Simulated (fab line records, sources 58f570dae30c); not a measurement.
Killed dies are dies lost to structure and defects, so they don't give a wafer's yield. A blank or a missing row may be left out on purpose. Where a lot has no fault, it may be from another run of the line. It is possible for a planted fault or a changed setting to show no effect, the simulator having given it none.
Matching of chambers + flow berkeley_cmos170 + UCB170_V2_ETCH_14 on rie_diel-01: 4 sister chambers
The step etches SiO2 in CHF3/CF4/Ar, stops on Al, target depth 1250 nm, time 291 s. 4 wafers are shown with their chamber, then 8 later ones without.

## WAFERS PAIRED WITH THEIR CHAMBERS
| wafer  | chamber | drypump_motor_current_A (A) |
|--------|---------|-----------------------------|
| L447.3 | 0       | 5.6                         |
| L446.1 | 1       | 5.2                         |
| L446.5 | 3       | 6.0                         |
| L450.1 | 2       | 5.2                         |

## WAFERS WITH NO CHAMBER GIVEN
| wafer  | drypump_motor_current_A (A) |
|--------|-----------------------------|
| L450.2 | 5.7                         |
| L450.5 | 5.9                         |
| L451.1 | 5.2                         |
| L451.4 | 5.2                         |
| L451.6 | 5.2                         |
| L453.1 | 5.2                         |
| L453.2 | 5.7                         |
| L453.3 | 6.0                         |

## THE CHAMBER EACH PASSED THROUGH
| wafer  | from the rows above     | in truth |
|--------|-------------------------|----------|
| L450.2 | 0                       | 0        |
| L450.5 | 3                       | 3        |
| L451.1 | can't be placed: 1 or 2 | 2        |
| L451.4 | can't be placed: 1 or 2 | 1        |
| L451.6 | can't be placed: 1 or 2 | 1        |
| L453.1 | can't be placed: 1 or 2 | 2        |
| L453.2 | 0                       | 0        |
| L453.3 | 3                       | 3        |
Correct placement for 4 of the 8. Unplaceable from these rows: 4, with the true chamber sitting among the candidates in 4. Number placed wrongly: 0.
How it was worked out, from the rows above alone: a wafer's distance from a chamber is the root of the sum, over the readings, of the square of ((its reading less the chamber's mean) divided by the reading's scatter). The wafer belongs to the nearest chamber; if the next one is less than 2 further off, it can't be placed. For every chamber, the mean is computed from those of its wafers that are shown. The scatter: with one shown wafer a chamber, the root of the mean of the squares of how far each hidden wafer lies from its nearest shown one.
